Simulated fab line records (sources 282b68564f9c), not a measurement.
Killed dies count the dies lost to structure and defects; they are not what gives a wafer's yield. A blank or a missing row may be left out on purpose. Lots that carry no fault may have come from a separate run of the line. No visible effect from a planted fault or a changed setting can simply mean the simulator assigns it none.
Which tool was responsible?    flow ritCmos    7 lots, 21 wafers sampled, at 4 steps of a route of 202

== WHAT THE GAUGES SHOWED, per wafer ==
RIT_SDANNEAL_RS_MEAS_05: measures by four-point-probe.
lot   measured     on            NSD_RS (ohm/sq)
L726  day 3 17:56  filmMetro-04  84.6 84.5 84.7
L728  day 4 01:52  filmMetro-02  84.0 84.3 84.0
L731  day 5 00:04  filmMetro-01  84.6 84.9 84.6
L734  day 5 10:05  filmMetro-01  84.8 84.3 84.6
L738  day 6 04:53  filmMetro-02  84.2 84.2 84.5
L740  day 6 14:49  filmMetro-01  85.1 84.9 85.0
L744  day 7 12:21  filmMetro-04  - - -

== WHICH TOOL RAN EACH LOT (tool, then ch and the chambers of the sampled wafers, then the start) ==
lot   RIT_NRETRO_STRIP_09                 RIT_PLDD_STRIP_09                   RIT_NSD_IMPLANT_08
L726  plasmaAsher-01 ch 0,1, day 2 21:04  plasmaAsher-01 ch 0,1, day 3 11:47  implanter-01 ch 0, day 3 15:35
L728  plasmaAsher-01 ch 0,1, day 3 02:38  plasmaAsher-01 ch 0,1, day 3 19:36  implanter-03 ch 0, day 3 23:31
L731  plasmaAsher-03 ch 0,1, day 3 22:09  plasmaAsher-01 ch 0,1, day 4 17:58  implanter-03 ch 0, day 4 21:43
L734  plasmaAsher-01 ch 0, day 4 11:01    plasmaAsher-02 ch 0,1, day 5 03:25  implanter-01 ch 0, day 5 07:37
L738  plasmaAsher-02 ch 0,1, day 5 07:08  plasmaAsher-02 ch 0,1, day 5 22:31  implanter-03 ch 0, day 6 02:22
L740  plasmaAsher-01 ch 0,1, day 5 17:32  plasmaAsher-01 ch 0,1, day 6 08:23  implanter-03 ch 0, day 6 12:27
L744  plasmaAsher-02 ch 0,1, day 6 11:11  plasmaAsher-01 ch 1, day 7 05:32    implanter-03 ch 0, day 7 09:41
- RIT_NRETRO_STRIP_09: strips in O2, time 180 s.
- RIT_PLDD_STRIP_09: strips in O2, time 180 s.
- RIT_NSD_IMPLANT_08

== THE ANSWER, worked out from the rows above alone ==
Rule: the lots themselves supply what counts as usual. The widest of any qualifying gaps counts: lots, ordered by their means at a reading, are off when they make up no more than a third of the lots, leave a main group of 4 or more, and stand apart from it by 3 or more times the standard deviation of that group's means. A main group whose means are all the same, to the digits that the tables above print for the reading, isn't used. A lot without any number at a reading at which 4 lots or more have one is off too. All remaining lots with rows at the step are treated as sound.
Off: L744, at RIT_SDANNEAL_RS_MEAS_05 (NSD_RS). Without a number there: L744. For the main group the mean is 84.5 ohm/sq and the standard deviation 0.29.
If a tool, at a process step before that reading, ran all the lots that are off and no sound lot after the first of them, it fits. Gauges at RIT_SDANNEAL_RS_MEAS_05: tried the same way as those tools. Can't be told from this: 4 tools fit, plasmaAsher-02 at RIT_NRETRO_STRIP_09, plasmaAsher-01 at RIT_PLDD_STRIP_09, implanter-03 at RIT_NSD_IMPLANT_08, filmMetro-04 at RIT_SDANNEAL_RS_MEAS_05.

== WHAT THE SIMULATOR HAD PUT IN ==
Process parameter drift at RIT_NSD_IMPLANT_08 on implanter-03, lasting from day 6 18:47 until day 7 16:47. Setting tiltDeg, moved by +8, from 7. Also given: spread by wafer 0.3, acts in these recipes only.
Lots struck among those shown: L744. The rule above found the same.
